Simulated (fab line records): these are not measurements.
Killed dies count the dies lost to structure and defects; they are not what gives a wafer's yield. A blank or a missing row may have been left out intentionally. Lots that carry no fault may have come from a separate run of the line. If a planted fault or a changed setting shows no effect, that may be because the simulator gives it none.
Which of the tools did it? + flow berkeley-cmos170 + Sampling: 14 lots, 42 wafers, 3 of 331 route steps

== WHAT THE GAUGES READ, wafer by wafer ==
UCB170_CONTACT_CD_MEAS_90: the cd target is 700 nm.
| lot  | measured     | on        | cd-nm (nm)        |
|------|--------------|-----------|-------------------|
| L791 | day 7 06:28  | cd-sem-01 | 701.0 698.9 699.4 |
| L792 | day 7 17:35  | cd-sem-01 | 697.6 696.5 698.0 |
| L795 | day 7 23:32  | cd-sem-02 | 703.4 702.3 700.9 |
| L796 | day 8 01:53  | cd-sem-01 | 698.9 698.0 699.7 |
| L797 | day 8 08:01  | cd-sem-02 | 700.6 699.8 700.6 |
| L800 | day 9 00:53  | cd-sem-01 | 701.7 699.7 697.9 |
| L801 | day 9 03:11  | cd-sem-02 | 699.8 699.9 699.6 |
| L802 | day 9 21:13  | cd-sem-01 | 699.5 700.4 700.6 |
| L803 | day 9 21:26  | cd-sem-01 | 699.8 698.7 699.5 |
| L804 | day 9 21:00  | cd-sem-01 | 699.9 700.4 701.9 |
| L806 | day 10 14:24 | cd-sem-02 | 701.2 700.1 700.6 |
| L807 | day 11 07:34 | cd-sem-01 | 698.4 700.0 700.4 |
| L811 | day 11 17:06 | cd-sem-01 | 698.4 697.5 698.7 |
| L814 | day 12 06:00 | cd-sem-01 | 701.4 702.1 701.1 |

== TOOL THAT RAN EACH LOT (tool first, then ch and the chambers of the sampled wafers, then the start) ==
| lot  | UCB170_ZERO_STRIP_07                | UCB170_PVT_SOFTBAKE_02            |
|------|-------------------------------------|-----------------------------------|
| L791 | plasma-asher-02 ch 0, day 1 17:31   | litho-track-01 ch 0, day 5 17:26  |
| L792 | plasma-asher-03 ch 0,1, day 1 22:13 | litho-track-04 ch 0, day 6 06:09  |
| L795 | plasma-asher-02 ch 0,1, day 2 12:28 | litho-track-02 ch 0, day 6 11:55  |
| L796 | plasma-asher-03 ch 0,1, day 3 00:52 | litho-track-02 ch 0, day 6 11:29  |
| L797 | plasma-asher-01 ch 0,1, day 3 04:32 | litho-track-01 ch 0, day 7 01:02  |
| L800 | plasma-asher-03 ch 0,1, day 3 18:38 | litho-track-04 ch 0, day 7 10:12  |
| L801 | plasma-asher-01 ch 0,1, day 3 18:52 | litho-track-02 ch 0, day 7 10:18  |
| L802 | plasma-asher-01 ch 0,1, day 4 03:29 | litho-track-04 ch 0, day 8 02:45  |
| L803 | plasma-asher-01 ch 0,1, day 4 05:44 | litho-track-01 ch 0, day 8 02:52  |
| L804 | plasma-asher-03 ch 0,1, day 4 10:53 | litho-track-04 ch 0, day 8 06:40  |
| L806 | plasma-asher-02 ch 0, day 4 20:55   | litho-track-04 ch 0, day 9 01:25  |
| L807 | plasma-asher-03 ch 0,1, day 5 03:51 | litho-track-04 ch 0, day 9 17:20  |
| L811 | plasma-asher-02 ch 0,1, day 5 22:13 | litho-track-04 ch 0, day 10 09:04 |
| L814 | plasma-asher-03 ch 1, day 6 12:53   | litho-track-04 ch 0, day 10 23:40 |
- UCB170_ZERO_STRIP_07: strips in O2.
- UCB170_PVT_SOFTBAKE_02: time 60 s.

== WHAT THE TOOLS THEMSELVES READ (means of the sampled wafers that have a number; where no wafer has one, the mark that the record gives instead) ==
UCB170_ZERO_STRIP_07.
| lot  | tool            | drypump-motor-current-A (A) | oes-product-au (a.u.) | strip-time-to-endpoint-s (s) |
|------|-----------------|-----------------------------|-----------------------|------------------------------|
| L791 | plasma-asher-02 | 5.1                         | 0.726                 | 21.57                        |
| L792 | plasma-asher-03 | 5.4                         | 0.726                 | 21.47                        |
| L795 | plasma-asher-02 | 5.1                         | 0.727                 | 21.47                        |
| L796 | plasma-asher-03 | 5.4                         | 0.728                 | 21.55                        |
| L797 | plasma-asher-01 | 6.1                         | 0.729                 | 21.60                        |
| L800 | plasma-asher-03 | 5.8                         | 0.724                 | 21.53                        |
| L801 | plasma-asher-01 | 6.1                         | 0.727                 | 21.54                        |
| L802 | plasma-asher-01 | 6.1                         | 0.727                 | 21.52                        |
| L803 | plasma-asher-01 | 6.1                         | 0.721                 | 21.49                        |
| L804 | plasma-asher-03 | 5.4                         | 0.728                 | 21.43                        |
| L806 | plasma-asher-02 | 5.1                         | 0.726                 | 21.50                        |
| L807 | plasma-asher-03 | 5.4                         | 0.733                 | 21.31                        |
| L811 | plasma-asher-02 | 5.2                         | 0.729                 | 21.50                        |
| L814 | plasma-asher-03 | 6.2                         | 0.730                 | 21.53                        |

UCB170_PVT_SOFTBAKE_02.
| lot  | tool           | heater-power-total-W (W) | plate-temp-C (C) |
|------|----------------|--------------------------|------------------|
| L791 | litho-track-01 | 56.79                    | 130.04           |
| L792 | litho-track-04 | 56.79                    | 130.01           |
| L795 | litho-track-02 | 56.83                    | 130.10           |
| L796 | litho-track-02 | 56.85                    | 130.01           |
| L797 | litho-track-01 | 56.80                    | 129.92           |
| L800 | litho-track-04 | 56.82                    | 129.97           |
| L801 | litho-track-02 | 56.79                    | 129.98           |
| L802 | litho-track-04 | 56.78                    | 129.95           |
| L803 | litho-track-01 | 56.81                    | 130.17           |
| L804 | litho-track-04 | 56.80                    | 129.88           |
| L806 | litho-track-04 | 56.76                    | 129.85           |
| L807 | litho-track-04 | 56.82                    | 129.90           |
| L811 | litho-track-04 | 58.27                    | 132.54           |
| L814 | litho-track-04 | 58.33                    | 132.72           |

== THE ANSWER, worked out from the rows above alone ==
Rule: the usual values come from the lots themselves. The widest of any qualifying gaps counts: lots, ordered by their means at a reading, are off when they make up no more than a third of the lots, leave a main group of 4 or more, and stand apart from it by 3 or more times the standard deviation of that group's means. If all means in a main group match to the digits the tables above print for the reading, that group is not used. Also off: a lot with no number at a reading for which 4 or more lots have one. All remaining lots with rows at the step are treated as sound. After the gauges, taken in route order, come the tools' own readings; for these a lot's mean is taken, as printed above. The first step at which some lot is off is used, and at that step the reading that is off furthest; a lot without a number counts as furthest.
Off at UCB170_PVT_SOFTBAKE_02 (heater-power-total-W): L811, L814. The main group has a mean of 56.80 W with a standard deviation of 0.023.
A tool fits if, at that step or a process step before it, it ran every lot that is off, and no sound lot after the first of them. One fits: UCB170_PVT_SOFTBAKE_02 on litho-track-04. A fault onset in the window from L807 (day 9 17:20, its last sound lot) to L811 (day 10 09:04, its first lot off) fits.
The tool's own readings at UCB170_PVT_SOFTBAKE_02 bear it out: on the lots that are off they differ by more than 5 times the standard deviation of the sound lots' means. heater-power-total-W reads 58.30 W there against 56.80 W on the sound lots; plate-temp-C reads 132.63 C there against 129.98 C on the sound lots.

== WHAT WAS PUT IN BY THE SIMULATOR ==
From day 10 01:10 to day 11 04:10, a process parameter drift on litho-track-04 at UCB170_PVT_SOFTBAKE_02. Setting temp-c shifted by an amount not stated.
Shown lots that were struck: L811, L814. The rule given above showed the same thing.
